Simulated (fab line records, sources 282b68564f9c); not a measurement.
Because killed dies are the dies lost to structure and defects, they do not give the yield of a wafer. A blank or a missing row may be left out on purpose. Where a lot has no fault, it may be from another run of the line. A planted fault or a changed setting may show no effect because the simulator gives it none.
Which tool was responsible? ; flow rit cmos ; 42 wafers from 14 lots sampled at 3 of the route's 202 steps

WHAT THE GAUGES SHOWED, per wafer
RIT_SILICIDE_RS_MEAS_02: the measuring method here is four-point-probe.
lot;measured;on;SILICIDE_TI_RS (ohm/sq)
L717;day 3 07:22;film metro-02;47.6 48.2 47.9
L719;day 3 19:09;film metro-04;47.2 47.5 47.7
L722;day 4 09:34;film metro-03;48.4 48.0 47.7
L723;day 4 13:40;film metro-04;49.1 48.7 48.6
L724;day 4 18:58;film metro-04;48.9 49.5 48.9
L725;day 4 22:55;film metro-03;48.2 47.9 49.1
L726;day 5 04:07;film metro-03;47.6 48.9 47.8
L727;day 5 06:58;film metro-04;48.1 48.5 48.4
L728;day 5 13:19;film metro-02;49.0 48.9 48.9
L729;day 5 15:47;film metro-04;48.2 47.7 47.4
L730;day 5 22:30;film metro-03;47.9 48.9 40.4
L731;day 6 04:46;film metro-04;49.0 48.9 49.0
L732;day 6 08:53;film metro-02;40.1 47.3 48.6
L739;day 7 17:33;film metro-03;47.9 47.6 47.5

RIT_SILICIDE_THK_MEAS_03: measures by xrf.
lot;measured;on;SILICIDE_TI_THK (nm)
L717;day 3 07:28;film metro-02;30.0 29.9 29.9
L719;day 3 19:16;film metro-04;30.2 30.2 30.0
L722;day 4 09:41;film metro-03;29.7 29.8 30.1
L723;day 4 13:47;film metro-04;29.5 29.6 29.6
L724;day 4 19:04;film metro-04;29.3 29.1 29.4
L725;day 4 23:02;film metro-03;29.7 30.0 29.4
L726;day 5 04:14;film metro-03;29.9 29.4 29.9
L727;day 5 07:04;film metro-04;29.7 29.6 29.6
L728;day 5 13:26;film metro-02;29.5 29.6 29.6
L729;day 5 15:54;film metro-04;29.7 30.1 30.1
L730;day 5 22:37;film metro-03;29.8 29.4 34.1
L731;day 6 04:52;film metro-04;29.3 29.4 29.3
L732;day 6 09:01;film metro-02;34.4 30.3 29.5
L739;day 7 17:40;film metro-03;29.8 29.9 29.9

WHAT TOOL EACH LOT RAN ON (gives the tool, then ch and the chambers of the sampled wafers, and finally the start)
lot;RIT_SILICIDE_SPUTTER_01
L717;pvd sputter-02, day 3 07:11
L719;pvd sputter-02, day 3 19:00
L722;pvd sputter-04, day 4 09:25
L723;pvd sputter-02, day 4 13:30
L724;pvd sputter-04, day 4 18:47
L725;pvd sputter-02, day 4 22:46
L726;pvd sputter-04, day 5 03:58
L727;pvd sputter-01, day 5 06:47
L728;pvd sputter-04, day 5 13:10
L729;pvd sputter-01, day 5 15:37
L730;pvd sputter-04, day 5 22:20
L731;pvd sputter-02, day 6 04:35
L732;pvd sputter-04, day 6 08:44
L739;pvd sputter-02, day 7 17:23
- RIT_SILICIDE_SPUTTER_01: material Ti, target thk 30 nm, time 240 s.

WHAT THE TOOLS THEMSELVES READ (means of the sampled wafers that have a number; where no wafer has one, the mark that the record gives instead)
RIT_SILICIDE_SPUTTER_01.
lot;tool;cathode dc power W (W);throttle valve pct (%)
L717;pvd sputter-02;350.01;30.4
L719;pvd sputter-02;349.98;29.7
L722;pvd sputter-04;350.01;30.8
L723;pvd sputter-02;350.03;30.2
L724;pvd sputter-04;349.99;30.6
L725;pvd sputter-02;350.04;30.1
L726;pvd sputter-04;349.91;31.1
L727;pvd sputter-01;350.04;30.2
L728;pvd sputter-04;350.05;31.4
L729;pvd sputter-01;349.92;30.2
L730;pvd sputter-04;367.29;30.8
L731;pvd sputter-02;350.02;30.0
L732;pvd sputter-04;367.26;30.8
L739;pvd sputter-02;350.04;29.5

THE ANSWER, worked out from the rows above alone
Rule: the usual values come from the lots themselves. Put in order of their means at a reading, lots are off if they are a third of the lots or fewer, leave a main group of 4 or more, and stand apart from it by a gap of 3 or more times the standard deviation of the main group's means; of several such gaps the widest counts. The tables above print the reading to a certain number of digits; a main group whose means all agree to those digits is not used. A lot without any number at a reading at which 4 lots or more have one is off too. All remaining lots with rows at the step are treated as sound. The gauges are gone through in route order, then the tools' own readings, and for those a lot's mean is taken as printed above. At the first step where some lot is off, the reading lying furthest off is the one used; lots without a number count as furthest.
Off: L730, L732, seen at RIT_SILICIDE_RS_MEAS_02 (SILICIDE_TI_RS). The main group has a mean of 48.3 ohm/sq with a standard deviation of 0.53.
A tool fits if, at a process step before that reading, it ran every lot that is off, and no sound lot after the first of them. Not tried: the gauges at RIT_SILICIDE_RS_MEAS_02; whatever is off there is also off at RIT_SILICIDE_SPUTTER_01, on other tools, and gauge error can't account for it. One fits: pvd sputter-04 at RIT_SILICIDE_SPUTTER_01. Its last sound lot is L728 (day 5 13:10), its first lot that is off L730 (day 5 22:20): a fault that began between those two fits.
The tool's own readings at RIT_SILICIDE_SPUTTER_01 bear it out: on the lots that are off they differ by more than 5 times the standard deviation of the sound lots' means. cathode dc power W reads 367.27 W there against 350.00 W on the sound lots.

WHAT THE SIMULATOR HAD PUT IN
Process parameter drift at RIT_SILICIDE_SPUTTER_01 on pvd sputter-04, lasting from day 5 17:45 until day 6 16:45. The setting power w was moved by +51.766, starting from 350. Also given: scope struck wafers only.
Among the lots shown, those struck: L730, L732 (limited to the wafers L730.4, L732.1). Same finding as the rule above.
